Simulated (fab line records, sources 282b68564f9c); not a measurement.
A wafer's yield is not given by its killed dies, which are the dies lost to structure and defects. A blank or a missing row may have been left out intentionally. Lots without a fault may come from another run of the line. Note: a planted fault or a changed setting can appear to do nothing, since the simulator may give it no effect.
What tool caused it? :: flow rit_cmos :: Sampling: 15 lots, 45 wafers, 2 of 202 route steps

== WHAT EACH GAUGE READ, for each wafer ==
RIT_CONTACT_CD_MEAS_08: the cd target is 1000 nm.
lot: L550
measured: day 3 16:05
on: cd_sem-02
cd_nm (nm): 1000.8 1000.6 1002.3

lot: L551
measured: day 3 18:23
on: cd_sem-02
cd_nm (nm): 994.8 995.5 995.1

lot: L552
measured: day 4 02:41
on: cd_sem-01
cd_nm (nm): 999.5 1000.9 1000.2

lot: L553
measured: day 4 06:47
on: cd_sem-01
cd_nm (nm): 999.4 997.8 996.9

lot: L554
measured: day 4 16:07
on: cd_sem-01
cd_nm (nm): 998.0 997.5 995.7

lot: L555
measured: day 4 17:10
on: cd_sem-02
cd_nm (nm): 1000.6 1000.7 999.1

lot: L556
measured: day 4 22:13
on: cd_sem-02
cd_nm (nm): 1001.1 1001.5 1003.2

lot: L558
measured: day 5 10:37
on: cd_sem-01
cd_nm (nm): 1001.8 1001.5 1001.1

lot: L560
measured: day 5 20:08
on: cd_sem-02
cd_nm (nm): 1000.1 1000.3 998.3

lot: L561
measured: day 6 01:39
on: cd_sem-01
cd_nm (nm): 1000.1 1000.7 1000.8

lot: L562
measured: day 6 05:30
on: cd_sem-02
cd_nm (nm): 998.9 996.4 999.4

lot: L566
measured: day 7 03:12
on: cd_sem-01
cd_nm (nm): 1002.4 1003.4 1003.2

lot: L568
measured: day 7 11:26
on: cd_sem-01
cd_nm (nm): 1001.5 999.4 1002.6

lot: L570
measured: day 7 22:45
on: cd_sem-01
cd_nm (nm): 1001.0 999.8 1002.0

lot: L571
measured: day 8 05:49
on: cd_sem-02
cd_nm (nm): 999.1 1000.0 999.1

== WHICH TOOL RAN EACH LOT (tool, then ch and the chambers of the sampled wafers, then the start) ==
lot: L550
RIT_PRETRO_DEVELOP_05: litho_track-01 ch 0, day 2 18:00

lot: L551
RIT_PRETRO_DEVELOP_05: litho_track-01 ch 0, day 2 21:00

lot: L552
RIT_PRETRO_DEVELOP_05: litho_track-03 ch 0, day 3 04:00

lot: L553
RIT_PRETRO_DEVELOP_05: litho_track-01 ch 0, day 3 08:00

lot: L554
RIT_PRETRO_DEVELOP_05: litho_track-03 ch 0, day 3 14:00

lot: L555
RIT_PRETRO_DEVELOP_05: litho_track-02 ch 0, day 3 18:00

lot: L556
RIT_PRETRO_DEVELOP_05: litho_track-03 ch 0, day 3 22:00

lot: L558
RIT_PRETRO_DEVELOP_05: litho_track-01 ch 0, day 4 10:00

lot: L560
RIT_PRETRO_DEVELOP_05: litho_track-01 ch 0, day 4 20:00

lot: L561
RIT_PRETRO_DEVELOP_05: litho_track-02 ch 0, day 5 00:00

lot: L562
RIT_PRETRO_DEVELOP_05: litho_track-01 ch 0, day 5 05:00

lot: L566
RIT_PRETRO_DEVELOP_05: litho_track-02 ch 0, day 6 03:00

lot: L568
RIT_PRETRO_DEVELOP_05: litho_track-02 ch 0, day 6 11:00

lot: L570
RIT_PRETRO_DEVELOP_05: litho_track-02 ch 0, day 7 00:00

lot: L571
RIT_PRETRO_DEVELOP_05: litho_track-02 ch 0, day 7 05:00
- RIT_PRETRO_DEVELOP_05: develop time 68 s.

== AS READ BY THE TOOLS THEMSELVES (means over the sampled wafers that have a number; for cases with no such wafer, the mark the record gives instead) ==
RIT_PRETRO_DEVELOP_05.
lot: L550
tool: litho_track-01
developer_temp_C (C): 23.01

lot: L551
tool: litho_track-01
developer_temp_C (C): 23.13

lot: L552
tool: litho_track-03
developer_temp_C (C): 23.04

lot: L553
tool: litho_track-01
developer_temp_C (C): 22.99

lot: L554
tool: litho_track-03
developer_temp_C (C): 23.10

lot: L555
tool: litho_track-02
developer_temp_C (C): 22.90

lot: L556
tool: litho_track-03
developer_temp_C (C): 23.07

lot: L558
tool: litho_track-01
developer_temp_C (C): 25.22

lot: L560
tool: litho_track-01
developer_temp_C (C): 25.26

lot: L561
tool: litho_track-02
developer_temp_C (C): 23.10

lot: L562
tool: litho_track-01
developer_temp_C (C): 25.22

lot: L566
tool: litho_track-02
developer_temp_C (C): 23.00

lot: L568
tool: litho_track-02
developer_temp_C (C): 23.01

lot: L570
tool: litho_track-02
developer_temp_C (C): 23.01

lot: L571
tool: litho_track-02
developer_temp_C (C): 23.15

== THE ANSWER, worked out from the rows above alone ==
Rule: what is usual is taken from the lots themselves. Put in order of their means at a reading, lots are off if they are a third of the lots or fewer, leave a main group of 4 or more, and stand apart from it by a gap of 3 or more times the standard deviation of the main group's means; of several such gaps the widest counts. Not used: any main group whose means are identical at the precision the tables above print for the reading. Also off: a lot with no number at a reading for which 4 or more lots have one. Where the step has rows for the other lots, those lots are counted as sound. The gauges are gone through in route order, then the tools' own readings, and for those a lot's mean is taken as printed above. The first step at which some lot is off is used, and at that step the reading that is off furthest; a lot without a number counts as furthest.
Off at RIT_PRETRO_DEVELOP_05 (developer_temp_C): L558, L560, L562. Main group: mean 23.04 C, sd 0.067.
If a tool, at that step or one of the process steps before it, ran each lot that is off and ran no sound lot following the first of them, it fits. One fits: litho_track-01 at RIT_PRETRO_DEVELOP_05. Its last sound lot is L553 (day 3 08:00), its first lot that is off L558 (day 4 10:00): a fault that began between those two fits.
On the lots that are off, the tool's own readings at RIT_PRETRO_DEVELOP_05 differ by more than 5 times the standard deviation of the sound lots' means, which bears it out; developer_temp_C reads 25.23 C there versus 23.04 C on the sound lots.

== WHAT THE SIMULATOR HAD PUT IN ==
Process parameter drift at RIT_PRETRO_DEVELOP_05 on litho_track-01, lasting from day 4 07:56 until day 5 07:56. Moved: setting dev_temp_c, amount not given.
Lots struck among those shown: L558, L560, L562. The rule above reached the same finding.
